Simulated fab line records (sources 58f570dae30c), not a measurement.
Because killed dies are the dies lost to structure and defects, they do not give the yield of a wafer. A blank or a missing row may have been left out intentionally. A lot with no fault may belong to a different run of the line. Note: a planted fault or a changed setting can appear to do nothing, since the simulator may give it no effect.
Which tool is to blame? + flow berkeley_cmos170 + Sampling: 13 lots, 39 wafers, 6 of 331 route steps

WHAT THE GAUGES SHOWED, per wafer
UCB170_PLDD_TW_MEAS_11. Usual: PLDD_TW typically reads 1008, with standard deviation 9.2.
| lot  | measured     | on            | PLDD_TW        | flag |
|------|--------------|---------------|----------------|------|
| L607 | day 6 01:12  | film_metro-03 | 1009 1006 1005 |      |
| L610 | day 6 12:50  | film_metro-02 | 1028 1028 1018 |      |
| L608 | day 6 13:10  | film_metro-01 | 1009 1011 1006 |      |
| L609 | day 6 13:25  | film_metro-02 | 1022 1026 1022 |      |
| L611 | day 7 05:14  | film_metro-01 | 999 1006 999   |      |
| L612 | day 7 05:30  | film_metro-01 | 996 999 1000   |      |
| L613 | day 7 14:32  | film_metro-01 | 1003 997 999   |      |
| L615 | day 8 01:25  | film_metro-01 | 1005 1009 1009 |      |
| L619 | day 8 10:40  | film_metro-03 | 1006 1011 1012 |      |
| L621 | day 9 15:10  | film_metro-03 | 1005 1011 998  |      |
| L622 | day 9 15:35  | film_metro-01 | 1001 1003 1001 |      |
| L628 | day 10 22:50 | film_metro-01 | 997 995 996    |      |
| L630 | day 11 08:07 | film_metro-01 | 1006 1002 1002 |      |

UCB170_M2_OVL_MEAS_16. Usual: M2_OVL typically reads 0 nm, with standard deviation 5.8.
| lot  | measured     | on         | M2_OVL (nm) | flag |
|------|--------------|------------|-------------|------|
| L607 | day 7 07:40  | overlay-02 | -8 -13 -6   |      |
| L610 | day 7 18:52  | overlay-02 | 2 -4 0      |      |
| L608 | day 7 20:10  | overlay-01 | -3 -6 2     |      |
| L609 | day 7 19:50  | overlay-01 | 5 -3 -4     |      |
| L611 | day 8 10:25  | overlay-01 | 0 -2 2      |      |
| L612 | day 8 10:43  | overlay-02 | 6 6 2       |      |
| L613 | day 8 22:01  | overlay-02 | 7 -9 0      |      |
| L615 | day 9 07:14  | overlay-02 | 2 0 -6      |      |
| L619 | day 9 17:20  | overlay-02 | -6 -1 -4    |      |
| L621 | day 10 22:13 | overlay-02 | -12 -9 -1   |      |
| L622 | day 10 21:56 | overlay-01 | -2 -1 0     |      |
| L628 | day 12 06:35 | overlay-02 | 7 13 7      |      |
| L630 | day 12 18:23 | overlay-01 | 2 2 2       |      |

UCB170_M3_RS_MEAS_02: measures by four-point-probe. Usual: M3_AL_RS typically reads 0.0320 ohm/sq, with standard deviation 0.00037.
| lot  | measured     | on            | M3_AL_RS (ohm/sq)    | flag |
|------|--------------|---------------|----------------------|------|
| L607 | day 7 10:47  | film_metro-03 | 0.0315 0.0324 0.0323 |      |
| L610 | day 7 22:16  | film_metro-01 | 0.0320 0.0320 0.0323 |      |
| L608 | day 7 23:14  | film_metro-03 | 0.0309 0.0314 0.0316 |      |
| L609 | day 7 23:00  | film_metro-01 | 0.0318 0.0323 0.0323 |      |
| L611 | day 8 13:49  | film_metro-01 | 0.0324 0.0320 0.0323 |      |
| L612 | day 8 14:07  | film_metro-01 | 0.0323 0.0320 0.0325 |      |
| L613 | day 9 01:01  | film_metro-01 | 0.0322 0.0319 0.0324 |      |
| L615 | day 9 10:35  | film_metro-03 | 0.0312 0.0354 0.0317 |      |
| L619 | day 9 20:16  | film_metro-03 | 0.0327 0.0328 0.0325 |      |
| L621 | day 11 01:27 | film_metro-02 | 0.0317 0.0319 0.0317 |      |
| L622 | day 11 01:11 | film_metro-01 | 0.0317 0.0319 0.0318 |      |
| L628 | day 12 09:38 | film_metro-03 | 0.0317 0.0323 0.0317 |      |
| L630 | day 12 21:45 | film_metro-01 | 0.0323 0.0317 0.0323 |      |

UCB170_M3_THK_MEAS_03: measures by xrf. Usual: M3_AL_THK typically reads 904 nm, with standard deviation 12.
| lot  | measured     | on            | M3_AL_THK (nm) | flag |
|------|--------------|---------------|----------------|------|
| L607 | day 7 10:54  | film_metro-03 | 923 896 900    |      |
| L610 | day 7 22:23  | film_metro-01 | 897 903 892    |      |
| L608 | day 7 23:21  | film_metro-03 | 946 926 923    |      |
| L609 | day 7 23:06  | film_metro-01 | 903 888 892    |      |
| L611 | day 8 13:56  | film_metro-01 | 884 892 887    |      |
| L612 | day 8 14:14  | film_metro-01 | 887 900 884    |      |
| L613 | day 9 01:08  | film_metro-01 | 896 904 900    |      |
| L615 | day 9 10:41  | film_metro-03 | 933 827 921    |      |
| L619 | day 9 20:22  | film_metro-03 | 892 891 898    |      |
| L621 | day 11 01:34 | film_metro-02 | 913 914 914    |      |
| L622 | day 11 01:18 | film_metro-01 | 910 903 914    |      |
| L628 | day 12 09:44 | film_metro-03 | 927 898 923    |      |
| L630 | day 12 21:52 | film_metro-01 | 900 914 899    |      |

UCB170_M3_BOW_MEAS_20. Usual: M3_BOW typically reads 36 um, with standard deviation 7.1.
| lot  | measured     | on            | M3_BOW (um) | flag |
|------|--------------|---------------|-------------|------|
| L607 | day 7 14:37  | film_metro-03 | 44 46 46    |      |
| L610 | day 8 00:49  | film_metro-03 | 27 42 44    |      |
| L608 | day 8 02:25  | film_metro-01 | 36 43 42    |      |
| L609 | day 8 01:55  | film_metro-03 | 27 33 31    |      |
| L611 | day 8 16:26  | film_metro-01 | 30 52 29    |      |
| L612 | day 8 16:46  | film_metro-03 | 46 33 29    |      |
| L613 | day 9 03:24  | film_metro-03 | 40 31 45    |      |
| L615 | day 9 12:58  | film_metro-01 | 34 40 29    |      |
| L619 | day 9 22:55  | film_metro-03 | 34 45 32    |      |
| L621 | day 11 04:01 | film_metro-03 | 34 37 43    |      |
| L622 | day 11 03:41 | film_metro-01 | 37 25 33    |      |
| L628 | day 12 12:00 | film_metro-01 | 45 35 31    |      |
| L630 | day 13 01:00 | film_metro-01 | 32 41 33    |      |

TOOL THAT RAN EACH LOT (tool first, then ch and the chambers of the sampled wafers, then the start)
| lot  | UCB170_M3_SPUTTER_01         |
|------|------------------------------|
| L607 | pvd_sputter-02, day 7 10:42  |
| L610 | pvd_sputter-04, day 7 22:11  |
| L608 | pvd_sputter-02, day 7 23:09  |
| L609 | pvd_sputter-01, day 7 22:52  |
| L611 | pvd_sputter-04, day 8 13:43  |
| L612 | pvd_sputter-02, day 8 14:01  |
| L613 | pvd_sputter-04, day 9 00:56  |
| L615 | pvd_sputter-04, day 9 10:28  |
| L619 | pvd_sputter-02, day 9 20:08  |
| L621 | pvd_sputter-02, day 11 01:22 |
| L622 | pvd_sputter-01, day 11 01:06 |
| L628 | pvd_sputter-02, day 12 09:31 |
| L630 | pvd_sputter-02, day 12 21:38 |
- UCB170_M3_SPUTTER_01: material Al, target thk 900 nm, time 120 s.

WHAT THE TOOLS THEMSELVES READ (means of the sampled wafers that have a number; where no wafer has one, the mark that the record gives instead)
UCB170_M3_SPUTTER_01. Usual: cathode_dc_power_W 5999.8 W, standard deviation 1.1; throttle_valve_pct 30.3 %, standard deviation 0.64.
| lot  | tool           | cathode_dc_power_W (W) | throttle_valve_pct (%) | flag |
|------|----------------|------------------------|------------------------|------|
| L607 | pvd_sputter-02 | 6000.4                 | 30.5                   |      |
| L610 | pvd_sputter-04 | 6000.0                 | 30.4                   |      |
| L608 | pvd_sputter-02 | 5998.9                 | 29.6                   |      |
| L609 | pvd_sputter-01 | 5999.6                 | 30.8                   |      |
| L611 | pvd_sputter-04 | 5999.7                 | 29.7                   |      |
| L612 | pvd_sputter-02 | 5999.6                 | 29.8                   |      |
| L613 | pvd_sputter-04 | 5999.9                 | 30.3                   |      |
| L615 | pvd_sputter-04 | 5999.2                 | 30.1                   |      |
| L619 | pvd_sputter-02 | 6000.6                 | 29.7                   |      |
| L621 | pvd_sputter-02 | 6000.5                 | 30.2                   |      |
| L622 | pvd_sputter-01 | 5999.7                 | 31.2                   |      |
| L628 | pvd_sputter-02 | 5999.9                 | 30.3                   |      |
| L630 | pvd_sputter-02 | 6000.4                 | 30.1                   |      |

THE ANSWER, worked out from the rows above alone
Rule: a lot is off if the mean of its wafers that have a number lies more than 3 standard deviations from the usual mean. A lot without any number at a reading at which 4 lots or more have one is off too. The other lots that the step has rows for count as sound. Order of review: gauges by route order, followed by the tools' own readings, for which a lot's mean as printed above is used. At the first step where some lot is off, the reading lying furthest off is the one used; lots without a number count as furthest.
No lot is off on any of the readings shown, so nothing can be concluded from this.

WHAT THE SIMULATOR HAD PUT IN
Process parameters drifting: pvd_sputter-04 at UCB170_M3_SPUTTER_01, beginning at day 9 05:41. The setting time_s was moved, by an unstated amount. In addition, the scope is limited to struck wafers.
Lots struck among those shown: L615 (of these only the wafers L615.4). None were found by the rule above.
